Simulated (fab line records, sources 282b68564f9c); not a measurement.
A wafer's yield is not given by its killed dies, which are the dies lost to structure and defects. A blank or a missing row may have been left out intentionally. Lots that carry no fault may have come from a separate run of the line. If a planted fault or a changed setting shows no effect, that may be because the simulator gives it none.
Which tool was responsible? | flow rit cmos | Sampling: 14 lots, 42 wafers, 2 of 202 route steps

## WHAT THE GAUGES SHOWED, per wafer
RIT_GATE_CD_MEAS_16: the cd target is 150 nm. Usual: cd nm 150.1 nm, standard deviation 2.4.
lot  | measured    | on        | cd nm (nm)        | flag
L149 | day 2 17:01 | cd sem-01 | 155.8 152.7 153.0 |
L150 | day 2 19:17 | cd sem-02 | 154.5 152.9 152.9 |
L151 | day 2 23:33 | cd sem-02 | 147.5 147.9 148.4 |
L152 | day 3 05:44 | cd sem-02 | 150.7 151.6 152.9 |
L153 | day 3 09:33 | cd sem-01 | 151.7 149.2 151.7 |
L154 | day 3 13:28 | cd sem-02 | 148.7 151.1 149.6 |
L163 | day 5 11:40 | cd sem-01 | 148.2 150.8 151.0 |
L164 | day 5 17:33 | cd sem-02 | 147.3 146.3 150.6 |
L165 | day 5 23:09 | cd sem-01 | 61.1 60.5 60.3    | OFF
L166 | day 6 12:29 | cd sem-02 | 62.7 59.8 61.4    | OFF
L168 | day 6 18:14 | cd sem-01 | 149.1 147.8 149.0 |
L169 | day 7 07:44 | cd sem-02 | 147.1 147.2 147.2 |
L171 | day 7 21:27 | cd sem-02 | 150.7 150.2 151.8 |
L172 | day 8 10:36 | cd sem-01 | 152.5 153.5 155.1 |

## WHICH TOOL RAN EACH LOT (tool, then ch and the chambers of the sampled wafers, then the start)
lot  | RIT_GATE_COAT_11
L149 | litho track-02 ch 0, day 2 16:20
L150 | litho track-01 ch 0, day 2 18:28
L151 | litho track-04 ch 0, day 2 22:44
L152 | litho track-01 ch 0, day 3 04:55
L153 | litho track-04 ch 0, day 3 08:43
L154 | litho track-01 ch 0, day 3 12:39
L163 | litho track-02 ch 0, day 5 10:59
L164 | litho track-04 ch 0, day 5 16:51
L165 | litho track-02 ch 0, day 5 22:20
L166 | litho track-02 ch 0, day 6 11:32
L168 | litho track-04 ch 0, day 6 17:25
L169 | litho track-04 ch 0, day 7 06:55
L171 | litho track-04 ch 0, day 7 20:25
L172 | litho track-01 ch 0, day 8 09:47
- RIT_GATE_COAT_11: resist thk 850 nm.

## AS READ BY THE TOOLS THEMSELVES (means over the sampled wafers that have a number; for cases with no such wafer, the mark the record gives instead)
The record holds no such reading with a usual standard deviation.

## THE ANSWER, worked out from the rows above alone
Rule: lot off if the mean of its wafers having a number is beyond 3 standard deviations from the usual mean. A lot without any number at a reading at which 4 lots or more have one is off too. Any other lot the step has rows for is counted as sound. The gauges are gone through in route order, then the tools' own readings, and for those a lot's mean is taken as printed above. At the first step where some lot is off, the reading lying furthest off is the one used; lots without a number count as furthest.
Off at RIT_GATE_CD_MEAS_16 (cd nm): L165, L166.
A tool fits if, at a process step before that reading, it ran every lot that is off, and no sound lot after the first of them. The gauges at RIT_GATE_CD_MEAS_16 are tried like those tools. One candidate fits, namely litho track-02 at RIT_GATE_COAT_11. A fault onset in the window from L163 (day 5 10:59, its last sound lot) to L165 (day 5 22:20, its first lot off) fits.

## WHAT WAS PUT IN BY THE SIMULATOR
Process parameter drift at RIT_GATE_COAT_11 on litho track-02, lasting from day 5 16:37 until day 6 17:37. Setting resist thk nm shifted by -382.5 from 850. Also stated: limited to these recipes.
Shown lots that were struck: L165, L166. The same result came from the rule above.
